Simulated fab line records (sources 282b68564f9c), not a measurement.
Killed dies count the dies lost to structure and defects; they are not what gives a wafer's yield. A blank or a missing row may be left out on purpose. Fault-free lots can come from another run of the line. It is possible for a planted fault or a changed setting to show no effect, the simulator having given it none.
fab line records	flow rit_cmos
record: lots: 6	wafers: 18	last_day: 7
route steps=202 shown ACTIVE@1 FOX1@20 FOX2@23 M1@202
lots with no fault: from the same line, run without faults
start_h: hours from the record's opening day to when the first of the lot's shown wafers began	wait_h: hours since the lot's step before	" the same as in the row above	L1.1+2: several wafers, shown together as one row	- no value, or no start was given	* or withheld: withheld	< > ~ a bound
route shown NAME@n: names a module that has steps shown in the file, with the first one's number in the route	usual: average and standard deviation across the fault-free wafers	same: alike in all rows	chamber/n: place in a boat	sites: readings site by site	_std_site: standard deviation of those values	_edge_site: mean of outer sites minus mean of inner sites	radius_mm: for every site, how far away it sits from the centre of the wafer	mask NAME#n: copy n	behind: the last tool/chamber to shape the wafer	hold: the reason the lot was held/the length of the hold in hours/how it ended	device: whichever transistor did not switch (one of n, p or np)	end of line: tests of these same wafers at the route's end	a step given without rows: its recipe and nothing more	killed: at the first sort, the dies lost to defects and structure; wafer yield is something else	map: per-die view of a wafer (x killed, . not killed, _ where there is no die)
set.NAME: the setting as run; set.NAME@STEP: as run at that earlier step	model.NAME: the simulator's own value behind a step, which no gauge read
lots at selected steps of the route; one table per step, one row per wafer
services: the hour from which a tool's chamber was out of use, counted from the record's first day as start_h (under 0 if before that day), plus the number of hours and why
== steps ==
step: RIT_ACTIVE_BOW_MEAS_00
recipe: mode: bow
usual: INCOMING_BOW: 0/6.9
lot.wafer	tool	chamber	start_h	wait_h	INCOMING_BOW[um]
L929.3	film_metro-01	-	15.04	-	1
L929.5	"	-	"	"	-5
L929.6	"	-	"	"	-3
L938.1	film_metro-03	-	60.00	-	2
L938.3	"	-	"	"	-2
L938.6	"	-	"	"	-15
L941.2	film_metro-04	-	75.02	-	-15
L941.3	"	-	"	"	1
L941.6	"	-	"	"	7
L944.2	film_metro-04	-	90.02	-	-6
L944.4	"	-	"	"	10
L944.6	"	-	"	"	6
L947.1	film_metro-03	-	105.00	-	1
L947.2	"	-	"	"	-9
L947.3	"	-	"	"	-6
L950.1	film_metro-04	-	120.00	-	14
L950.2	"	-	"	"	0
L950.3	"	-	"	"	1
step: RIT_ACTIVE_OXIDATION_01
recipe: temp_c: 1000	ambient: O2	target_thk_a: 468	ox_time_s: 3360
usual: spike_tc_centre_C: 1002.8/1.9	spike_tc_load_C: 1027/3.8	spike_tc_source_C: 1027.1/1.9	tube_center_temp_C: 1000/0.093	tube_center_temp_C_max: 1002.6/0.43	zone_power_load_pct: 37/4	zone_power_source_pct: 32/4.5
lot.wafer	tool	chamber	start_h	wait_h	spike_tc_centre_C	spike_tc_load_C	spike_tc_source_C	tube_center_temp_C	tube_center_temp_C_max	zone_power_load_pct	zone_power_source_pct	model.SiO2_of_ACTIVE_OXIDATION_01.thk_nm
L929.3	furnace-02	0	15.12	0.1	1000.9	1030	1030.3	1000.1	1002.6	34	29	46.51
L929.5	"	0	"	"	1002.0	1029	1028.8	1000.2	1002.7	34	29	46.32
L929.6	"	0	"	"	1002.8	1029	1029.1	1000.1	1003.0	33	29	45.7
L938.1	furnace-01	0	60.12	0.1	1001.8	1030	1023.9	999.97	1002.1	33	39	46.54
L938.3	"	0	"	"	1001.2	1030	1025.6	1000.1	1002.3	33	39	46.85
L938.6	"	0	"	"	1000.3	1031	1027.3	999.87	1002.5	33	39	46.47
L941.2	furnace-01	0	75.12	0.1	976.7	1004	997.2	975.14	978.0	31	37	37.64
L941.3	"	0	"	"	975.7	1005	999.1	974.91	977.9	32	37	36.7
L941.6	"	0	"	"	974.5	1006	1000.3	975.06	977.9	32	37	36.49
L944.2	furnace-01	0	91.00	1.0	975.9	1006	1000.2	975.14	977.9	31	37	37.33
L944.4	"	0	"	"	975.8	1005	999.7	974.95	977.4	32	37	36.75
L944.6	"	0	"	"	976.5	1004	1000.0	975.02	977.8	32	36	36.79
L947.1	furnace-03	0	106.19	1.2	1004.6	1023	1028.1	1000.1	1002.5	41	29	47.34
L947.2	"	0	"	"	1005.4	1023	1028.6	1000.1	1002.3	41	30	46.53
L947.3	"	0	"	"	1005.3	1022	1026.7	1000.2	1002.5	41	29	46.79
L950.1	furnace-02	0	121.25	1.2	1000.9	1031	1030.3	999.86	1002.7	34	29	46.15
L950.2	"	0	"	"	1001.4	1032	1029.6	1000	1002.1	34	29	46.14
L950.3	"	0	"	"	1001.3	1030	1028.6	999.89	1002.2	34	29	45.11
step: RIT_ACTIVE_THK_MEAS_02
recipe: reads: SiO2_of_ACTIVE_OXIDATION_01
usual: ACTIVE_OXIDE_THK: 46.3/0.83
lot.wafer	tool	chamber	start_h	wait_h	ACTIVE_OXIDE_THK[nm]
L929.3	film_metro-03	-	17.07	0.0	46.5
L929.5	"	-	"	"	46.3
L929.6	"	-	"	"	45.7
L938.1	film_metro-04	-	62.05	0.0	46.5
L938.3	"	-	"	"	46.9
L938.6	"	-	"	"	46.5
L941.2	film_metro-03	-	77.06	0.0	37.7
L941.3	"	-	"	"	36.8
L941.6	"	-	"	"	36.5
L944.2	film_metro-04	-	92.95	0.0	37.3
L944.4	"	-	"	"	36.8
L944.6	"	-	"	"	36.8
L947.1	film_metro-04	-	108.12	0.0	47.3
L947.2	"	-	"	"	46.5
L947.3	"	-	"	"	46.8
L950.1	film_metro-04	-	123.18	0.0	46.2
L950.2	"	-	"	"	46.1
L950.3	"	-	"	"	45.1
step: RIT_ACTIVE_CVD_03
recipe: material: Si3N4	target_thk_nm: 150	temp_c: 810	precursor: SiH2Cl2/NH3	time_s: 1500	pressure_mtorr: 300	sih2cl2_flow_sccm: 60	nh3_flow_sccm: 150
step: RIT_ACTIVE_THK_MEAS_04
recipe: reads: Si3N4_of_ACTIVE_CVD_03
usual: ACTIVE_NITRIDE_THK: 150.0/1.8
lot.wafer	tool	chamber	start_h	wait_h	ACTIVE_NITRIDE_THK[nm]
L929.3	film_metro-03	-	18.55	0.0	150.8
L929.5	"	-	"	"	150.7
L929.6	"	-	"	"	149.6
L938.1	film_metro-04	-	65.30	0.0	149.0
L938.3	"	-	"	"	149.9
L938.6	"	-	"	"	149.8
L941.2	film_metro-04	-	79.25	0.0	149.7
L941.3	"	-	"	"	149.5
L941.6	"	-	"	"	150.2
L944.2	film_metro-04	-	94.42	0.0	151.1
L944.4	"	-	"	"	149.7
L944.6	"	-	"	"	151.0
L947.1	film_metro-01	-	110.01	0.0	148.8
L947.2	"	-	"	"	150.0
L947.3	"	-	"	"	149.5
L950.1	film_metro-03	-	125.37	0.0	148.8
L950.2	"	-	"	"	148.8
L950.3	"	-	"	"	148.0
step: RIT_ACTIVE_HMDS_05
recipe: prime_time_s: 60	prime_temp_c: 140
step: RIT_ACTIVE_COAT_06
recipe: resist: NOVOLAK	spin_rpm: 3250	resist_thk_nm: 1000
step: RIT_ACTIVE_SOFTBAKE_07
recipe: resist: NOVOLAK	temp_c: 90	time_s: 60
step: RIT_ACTIVE_EXPOSE_08
recipe: mask_id: M1	na: 0.6	source_shape: conventional	sigma_outer: 0.6	target_cd_nm: 1400	dose_mj: 225
step: RIT_ACTIVE_PEB_09
recipe: resist: NOVOLAK	temp_c: withheld	time_s: withheld
step: RIT_ACTIVE_DEVELOP_10
recipe: resist: NOVOLAK	develop_time_s: 50	dev_temp_c: 23
step: RIT_ACTIVE_CD_MEAS_11
recipe: target_cd_nm: 1400
usual: cd_nm: 1400.1/1.9
lot.wafer	tool	chamber	start_h	wait_h	cd_nm
L929.3	cd_sem-01	-	19.60	-	1400.4
L929.5	"	-	"	"	1398.7
L929.6	"	-	"	"	1399.7
L938.1	cd_sem-01	-	66.25	-	1400.1
L938.3	"	-	"	"	1400.0
L938.6	"	-	"	"	1399.4
L941.2	cd_sem-02	-	80.17	-	1400.1
L941.3	"	-	"	"	1397.0
L941.6	"	-	"	"	1399.9
L944.2	cd_sem-01	-	95.47	-	1402.9
L944.4	"	-	"	"	1405.4
L944.6	"	-	"	"	1401.0
L947.1	cd_sem-01	-	110.92	-	1398.0
L947.2	"	-	"	"	1399.8
L947.3	"	-	"	"	1400.2
L950.1	cd_sem-01	-	126.28	-	1400.6
L950.2	"	-	"	"	1400.1
L950.3	"	-	"	"	1399.5
step: RIT_ACTIVE_HARDBAKE_12
recipe: resist: NOVOLAK	temp_c: 140	time_s: 60
step: RIT_ACTIVE_ETCH_13
recipe: stop_on: SiO2	chemistry: SF6	target: Si3N4	time_s: 210	over_etch_frac: 0.4	SF6_flow_sccm: 200	pressure_mtorr: 260	rf_w: 125	target_depth_a: 2100
usual: drypump_motor_current_A: 5.8/0.47	oes_product_au: 0.824/0.0099	throttle_valve_pct: 7.47/0.14
lot.wafer	tool	chamber	start_h	wait_h	drypump_motor_current_A	oes_product_au	rf_hours_counter_h	throttle_valve_pct
L929.3	rie_diel-03	3	19.83	0.1	5.3	0.825	13	7.53
L929.5	"	3	"	"	5.3	0.828	-	7.53
L929.6	"	0	"	"	5.8	0.824	-	7.58
L938.1	rie_diel-02	1	66.58	0.1	5.8	0.825	3	7.49
L938.3	"	3	"	"	5.7	0.825	3	7.26
L938.6	"	3	"	"	5.6	0.822	-	7.25
L941.2	rie_diel-04	1	80.42	0.1	6.0	0.816	22	7.37
L941.3	"	3	"	"	6.5	0.828	121	7.48
L941.6	"	0	"	"	5.3	0.822	-	7.61
L944.2	rie_diel-04	2	95.72	0.1	5.6	0.826	8	7.28
L944.4	"	1	"	"	5.9	0.821	23	7.39
L944.6	"	1	"	"	6.0	0.814	-	7.39
L947.1	rie_diel-02	0	111.29	0.1	5.5	0.809	38	7.40
L947.2	"	1	"	"	5.8	0.837	3	7.52
L947.3	"	3	"	"	5.7	0.815	3	7.27
L950.1	rie_diel-02	0	126.55	0.1	5.5	0.812	38	7.40
L950.2	"	3	"	"	5.6	0.814	4	7.24
L950.3	"	1	"	"	5.8	0.834	3	7.50
step: RIT_ACTIVE_STRIP_14
recipe: chemistry: O2	time_s: 180	resist: NOVOLAK	platen_temp_c: withheld	power_w: 500	pressure_mtorr: 4000	o2_flow_sccm: 4000
usual: drypump_motor_current_A: 5.8/0.48
lot.wafer	tool	chamber	start_h	wait_h	drypump_motor_current_A	rf_hours_counter_h
L929.3	plasma_asher-03	1	20.03	0.1	6.1	-
L929.5	"	1	"	"	6.1	-
L929.6	"	0	"	"	5.1	-
L938.1	plasma_asher-04	0	66.71	0.1	5.9	43
L938.3	"	0	"	"	5.9	-
L938.6	"	0	"	"	5.8	-
L941.2	plasma_asher-02	1	80.55	0.1	5.1	27
L941.3	"	1	"	"	5.1	-
L941.6	"	0	"	"	6.1	-
L944.2	plasma_asher-04	0	95.85	0.1	5.8	45
L944.4	"	0	"	"	5.8	-
L944.6	"	0	"	"	5.9	-
L947.1	plasma_asher-02	1	111.43	0.1	5.1	30
L947.2	"	0	"	"	6.1	30
L947.3	"	0	"	"	6.1	-
L950.1	plasma_asher-02	1	126.68	0.1	5.1	32
L950.2	"	0	"	"	6.1	32
L950.3	"	1	"	"	5.1	-
step: RIT_ACTIVE_CD_MEAS_90
recipe: target_cd_nm: 1400
usual: cd_nm: 1400.1/1.9
lot.wafer	tool	chamber	start_h	wait_h	cd_nm
L929.3	cd_sem-02	-	20.18	0.1	1400.8
L929.5	"	-	"	"	1398.6
L929.6	"	-	"	"	1399.6
L938.1	cd_sem-01	-	66.88	0.1	1399.8
L938.3	"	-	"	"	1399.9
L938.6	"	-	"	"	1399.3
L941.2	cd_sem-02	-	80.75	0.1	1399.9
L941.3	"	-	"	"	1397.2
L941.6	"	-	"	"	1399.9
L944.2	cd_sem-02	-	96.05	0.1	1402.5
L944.4	"	-	"	"	1405.2
L944.6	"	-	"	"	1401.3
L947.1	cd_sem-02	-	111.60	0.1	1397.8
L947.2	"	-	"	"	1399.3
L947.3	"	-	"	"	1400.1
L950.1	cd_sem-02	-	126.85	0.1	1400.8
L950.2	"	-	"	"	1400.0
L950.3	"	-	"	"	1399.2
step: RIT_ACTIVE_CLEAN_15
recipe: chemistry: SC1	mix: 3:3:50	time_s: 600	temp_c: 75
step: RIT_ACTIVE_CLEAN_16
recipe: chemistry: dHF	dilution: 50:1	time_s: 30
step: RIT_ACTIVE_CLEAN_17
recipe: chemistry: SC2	mix: 3:3:50	time_s: 600	temp_c: 75	dry: n2_spin
step: RIT_FOX1_OXIDATION_00
recipe: temp_c: 1100	ambient: H2O	target_thk_a: 3507	p_h2o_torr: 720	ox_time_s: 1130
step: RIT_FOX1_THK_MEAS_01
recipe: reads: SiO2_of_FOX1_OXIDATION_00
usual: FOX1_OXIDE_THK: 346/6
lot.wafer	tool	chamber	start_h	wait_h	FOX1_OXIDE_THK[nm]
L929.3	film_metro-01	-	21.96	0.0	351
L929.5	"	-	"	"	355
L929.6	"	-	"	"	352
L938.1	film_metro-01	-	71.38	0.0	335
L938.3	"	-	"	"	334
L938.6	"	-	"	"	339
L941.2	film_metro-04	-	87.39	0.0	352
L941.3	"	-	"	"	359
L941.6	"	-	"	"	355
L944.2	film_metro-01	-	97.84	0.0	350
L944.4	"	-	"	"	342
L944.6	"	-	"	"	350
L947.1	film_metro-02	-	113.40	0.0	346
L947.2	"	-	"	"	344
L947.3	"	-	"	"	339
L950.1	film_metro-01	-	128.65	0.0	346
L950.2	"	-	"	"	348
L950.3	"	-	"	"	343
step: RIT_FOX1_WET_ETCH_02
recipe: chemistry: BOE	target_depth_nm: 350	time_s: 390	temp_c: 21.5	dry: n2_spin	dilution: 10:1	target: SiO2
step: RIT_FOX2_OXIDATION_00
recipe: temp_c: 1100	ambient: H2O	target_thk_a: 3507	p_h2o_torr: 720	ox_time_s: 1130
step: RIT_FOX2_THK_MEAS_01
recipe: reads: SiO2_of_FOX2_OXIDATION_00
usual: FOX2_OXIDE_THK: 345/6.9
lot.wafer	tool	chamber	start_h	wait_h	FOX2_OXIDE_THK[nm]
L929.3	film_metro-02	-	23.45	0.0	350
L929.5	"	-	"	"	348
L929.6	"	-	"	"	346
L938.1	film_metro-02	-	72.88	0.0	337
L938.3	"	-	"	"	336
L938.6	"	-	"	"	337
L941.2	film_metro-04	-	93.51	0.0	347
L941.3	"	-	"	"	352
L941.6	"	-	"	"	347
L944.2	film_metro-02	-	99.68	0.0	334
L944.4	"	-	"	"	341
L944.6	"	-	"	"	342
L947.1	film_metro-02	-	114.89	0.0	352
L947.2	"	-	"	"	351
L947.3	"	-	"	"	349
L950.1	film_metro-03	-	130.15	0.0	331
L950.2	"	-	"	"	339
L950.3	"	-	"	"	337
step: RIT_FOX2_CLEAN_02
recipe: chemistry: dHF	dilution: 50:1	time_s: 180
step: RIT_FOX2_WET_ETCH_03
recipe: chemistry: H3PO4	target: Si3N4	target_depth_nm: 195	temp_c: 165	time_s: 2700
lot.wafer	tool	chamber	start_h	wait_h	model.SiO2_of_ACTIVE_OXIDATION_01.thk_nm
L929.3	wet_bench-03	0	23.56	0.0	41.56
L929.5	"	0	"	"	41.37
L929.6	"	0	"	"	40.83
L938.1	wet_bench-04	2	73.00	0.0	41.13
L938.3	"	2	"	"	41.7
L938.6	"	2	"	"	41.36
L941.2	wet_bench-04	1	93.62	0.0	33.49
L941.3	"	1	"	"	32.49
L941.6	"	1	"	"	32.46
L944.2	wet_bench-03	0	99.79	0.0	32.93
L944.4	"	0	"	"	32.41
L944.6	"	0	"	"	32.46
L947.1	wet_bench-03	1	115.01	0.0	41.94
L947.2	"	1	"	"	40.88
L947.3	"	1	"	"	41.4
L950.1	wet_bench-01	0	130.26	0.0	40.92
L950.2	"	0	"	"	40.85
L950.3	"	0	"	"	39.63
step: RIT_FOX2_THK_MEAS_90
recipe: reads: SiO2_of_FOX2_OXIDATION_00
usual: FIELD_OXIDE_LEFT_1_THK: 318/6.9
lot.wafer	tool	chamber	start_h	wait_h	FIELD_OXIDE_LEFT_1_THK[nm]
L929.3	film_metro-02	-	24.41	0.0	323
L929.5	"	-	"	"	321
L929.6	"	-	"	"	319
L938.1	film_metro-04	-	73.83	0.0	309
L938.3	"	-	"	"	309
L938.6	"	-	"	"	310
L941.2	film_metro-02	-	94.46	0.0	320
L941.3	"	-	"	"	324
L941.6	"	-	"	"	319
L944.2	film_metro-03	-	100.56	0.0	306
L944.4	"	-	"	"	313
L944.6	"	-	"	"	314
L947.1	film_metro-04	-	115.77	0.0	325
L947.2	"	-	"	"	323
L947.3	"	-	"	"	322
L950.1	film_metro-04	-	131.02	0.0	303
L950.2	"	-	"	"	311
L950.3	"	-	"	"	310
step: RIT_M1_PROBE_99
usual: killed_at_contacts: 0.1/0.23	killed_at_front_end: 7/3	killed_dies: 7/3.1	killed_open: 3.3/2.1	killed_short: 3.3/2
same: gross_dies: 264	killed_at_M0_to_M3: 0	killed_at_M4_up: 0	killed_at_back_side: 0	killed_at_other: 0
lot.wafer	tool	chamber	start_h	wait_h	killed_at_contacts	killed_at_front_end	killed_dies	killed_open	killed_short	model.etest.nldd.width_nm	model.etest.pldd.width_nm	model.etest.nplus_sal.width_nm	model.etest.pplus_sal.width_nm	model.etest.nmos_narrow.drive_ua_um	model.etest.pmos_narrow.drive_ua_um	model.etest.cap_n_gate.c_min_ff_um2
L929.3	prober-01	-	62.26	0.2	0	8	8	4	4	3169	3187	3445	3429	220.9	102.8	2.383
L929.5	prober-01	-	62.36	0.2	0	2	2	2	0	3195	3165	3432	3448	226.8	103.8	2.385
L929.6	prober-01	-	62.41	0.2	0	4	4	1	3	3181	3182	3453	3443	227.4	104.6	2.371
L938.1	prober-01	-	120.48	0.1	0	3	3	0	3	3208	3221	3464	3462	217.8	97.55	2.361
L938.3	prober-01	-	120.58	0.2	0	2	2	0	2	3212	3222	3446	3464	218	99.01	2.363
L938.6	prober-01	-	120.73	0.2	0	11	11	3	8	3216	3204	3474	3457	216.1	97.3	2.353
L941.2	prober-01	-	134.02	0.1	0	5	5	3	2	3254	3261	3496	3497	246.9	111	2.341
L941.3	prober-01	-	134.07	0.2	0	9	9	2	7	3265	3247	3505	3486	241.5	108	2.34
L941.6	prober-01	-	134.22	0.2	0	6	6	5	1	3285	3278	3490	3507	248	110.2	2.339
L944.2	prober-02	-	143.72	0.1	0	3	3	2	1	3273	3287	3522	3517	254.3	114.9	2.38
L944.4	prober-02	-	143.82	0.2	0	5	5	3	2	3276	3296	3503	3498	247.5	113.8	2.365
L944.6	prober-02	-	143.92	0.2	0	10	10	7	3	3279	3287	3515	3503	249.2	113	2.372
L947.1	prober-01	-	157.19	0.1	0	4	4	3	1	3154	3159	3454	3445	223.4	98.57	2.366
L947.2	prober-01	-	157.24	0.1	1	6	7	5	2	3191	3194	3446	3445	223.5	101.2	2.366
L947.3	prober-01	-	157.29	0.2	0	9	9	5	4	3203	3188	3455	3430	225.4	103.3	2.363
L950.1	prober-02	-	169.81	0.1	1	11	12	9	3	3217	3204	3460	3450	229.1	103.2	2.364
L950.2	prober-02	-	169.86	0.1	0	8	8	2	6	3198	3186	3447	3463	223.3	102.9	2.353
L950.3	prober-02	-	169.91	0.2	1	12	13	9	4	3228	3216	3468	3475	225	102.1	2.344
killed by level:class
L929.3 FOX2:geometric_particle:short=2 FOX2:geometric_particle:open=2 GATE:geometric_particle:open=1 SPACER:geometric_particle:short=1 SILICIDE:geometric_particle:short=1 SILICIDE:geometric_particle:open=1
L929.5 ACTIVE:geometric_particle:open=1 SILICIDE:geometric_particle:open=1
L929.6 FOX2:geometric_particle:short=1 GATE:geometric_particle:short=1 GATE:geometric_particle:open=1 REOX:geometric_particle:short=1
L938.1 GATE:geometric_particle:short=1 SPACER:geometric_particle:short=1 SILICIDE:geometric_particle:short=1
L938.3 FOX2:geometric_particle:short=2
L938.6 GATE:geometric_particle:short=3 FOX2:geometric_particle:short=2 SILICIDE:geometric_particle:short=2 SILICIDE:geometric_particle:open=2 REOX:geometric_particle:open=1 SPACER:geometric_particle:short=1
L941.2 FOX1:geometric_particle:short=1 FOX2:geometric_particle:open=1 GATE:geometric_particle:short=1 GATE:geometric_particle:open=1 SPACER:geometric_particle:open=1
L941.3 GATE:geometric_particle:short=3 FOX2:geometric_particle:short=2 REOX:geometric_particle:open=2 FOX1:geometric_particle:short=1 SILICIDE:geometric_particle:short=1
L941.6 REOX:geometric_particle:open=3 FOX1:geometric_particle:open=1 FOX2:geometric_particle:short=1 FOX2:geometric_particle:open=1
L944.2 FOX1:geometric_particle:open=1 GATE:geometric_particle:short=1 SILICIDE:geometric_particle:open=1
L944.4 SILICIDE:geometric_particle:open=2 GATE:geometric_particle:open=1 GATE:geometric_particle:short=1 SILICIDE:geometric_particle:short=1
L944.6 REOX:geometric_particle:open=3 REOX:geometric_particle:short=2 FOX1:geometric_particle:open=1 FOX2:geometric_particle:open=1 GATE:geometric_particle:open=1 SILICIDE:geometric_particle:open=1 SILICIDE:geometric_particle:short=1
L947.1 FOX2:geometric_particle:open=2 FOX1:geometric_particle:short=1 GATE:geometric_particle:open=1
L947.2 SPACER:geometric_particle:open=2 FOX1:geometric_particle:short=1 FOX1:geometric_particle:open=1 SPACER:geometric_particle:short=1 SILICIDE:geometric_particle:open=1 CONTACT:geometric_particle:open=1
L947.3 GATE:geometric_particle:short=2 GATE:geometric_particle:open=2 REOX:geometric_particle:short=2 REOX:geometric_particle:open=1 SPACER:geometric_particle:open=1 SILICIDE:geometric_particle:open=1
L950.1 GATE:geometric_particle:open=7 REOX:geometric_particle:short=2 GATE:geometric_particle:short=1 REOX:geometric_particle:open=1 CONTACT:geometric_particle:open=1
L950.2 GATE:geometric_particle:short=3 SPACER:geometric_particle:open=2 FOX2:geometric_particle:short=1 REOX:geometric_particle:short=1 SPACER:geometric_particle:short=1
L950.3 REOX:geometric_particle:open=3 SILICIDE:geometric_particle:open=3 REOX:geometric_particle:short=2 SPACER:geometric_particle:open=2 GATE:geometric_particle:short=1 SPACER:geometric_particle:short=1 CONTACT:geometric_particle:open=1
== services ==
tool	chamber	start_h	hours	kind
furnace-02	-	-6.87	2.7	pm
plasma_asher-02	-	-5.16	11.6	repair
furnace-01	-	1.21	3.7	pm
rie_diel-02	2	3.53	7.2	repair
wet_bench-04	-	9.27	3.3	repair
rie_diel-03	0	10.58	2.5	repair
plasma_asher-02	-	25.15	1.0	repair
furnace-03	-	28.49	3.5	pm
rie_diel-03	-	43.61	0.3	repair
rie_diel-04	-	44.32	1.1	repair
rie_diel-03	2	51.61	5.6	repair
furnace-02	-	66.27	3.9	pm
plasma_asher-04	-	71.89	1.8	repair
rie_diel-04	1	72.82	5.1	repair
rie_diel-03	3	79.51	4.0	repair
plasma_asher-03	-	86.78	4.0	pm
rie_diel-02	-	94.44	2.3	repair
rie_diel-03	-	102.42	0.3	repair
plasma_asher-04	-	108.75	9.0	pm
plasma_asher-04	0	108.75	9.0	vent_cycle
plasma_asher-04	1	108.75	9.0	vent_cycle
rie_diel-02	3	116.31	9.5	repair
plasma_asher-04	0	117.75	-	clean
plasma_asher-04	-	126.51	5.2	repair
== key ==
first_sign: step: RIT_ACTIVE_OXIDATION_01	reading: tube_center_temp_C	direction: down	sigmas: 99+	usual: *	struck: *
effect: step: RIT_ACTIVE_OXIDATION_01	reading: tube_center_temp_C_max	direction: down	sigmas: 58	usual: *	struck: *
effect: step: RIT_ACTIVE_THK_MEAS_02	reading: ACTIVE_OXIDE_THK	direction: down	sigmas: 11	usual: 46.3	struck: 37.0
model_effect: step: RIT_ACTIVE_OXIDATION_01	value: SiO2_of_ACTIVE_OXIDATION_01.thk_nm	without: 46.63	struck: 36.95
model_effect: step: RIT_FOX2_WET_ETCH_03	value: SiO2_of_ACTIVE_OXIDATION_01.thk_nm	without: 41.28	struck: 32.71
model_effect: step: RIT_M1_PROBE_99	value: etest.nldd.width_nm	without: 3187	struck: 3272
met_at RIT_ACTIVE_OXIDATION_01
struck_wafers L941.2,L941.3,L941.6,L944.2,L944.4,L944.6
tester_left_out L941,L944
onset_between 60.12 75.12
fault: kind: process_parameter_drift	tool: furnace-01	chamber: -	onset_h: 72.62	steps: RIT_ACTIVE_OXIDATION_01	channel: temp_c	offset: *	shape: step	end_h: 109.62	acts_in: *	stated: *
tester_left_out: of these lots the tester's yield and bins aren't shown, on N5 and GAA mostly nor the transistor test; their killed dies are dies lost to structure and defects alone, not to doping, threshold or leakage, so they don't give the yield
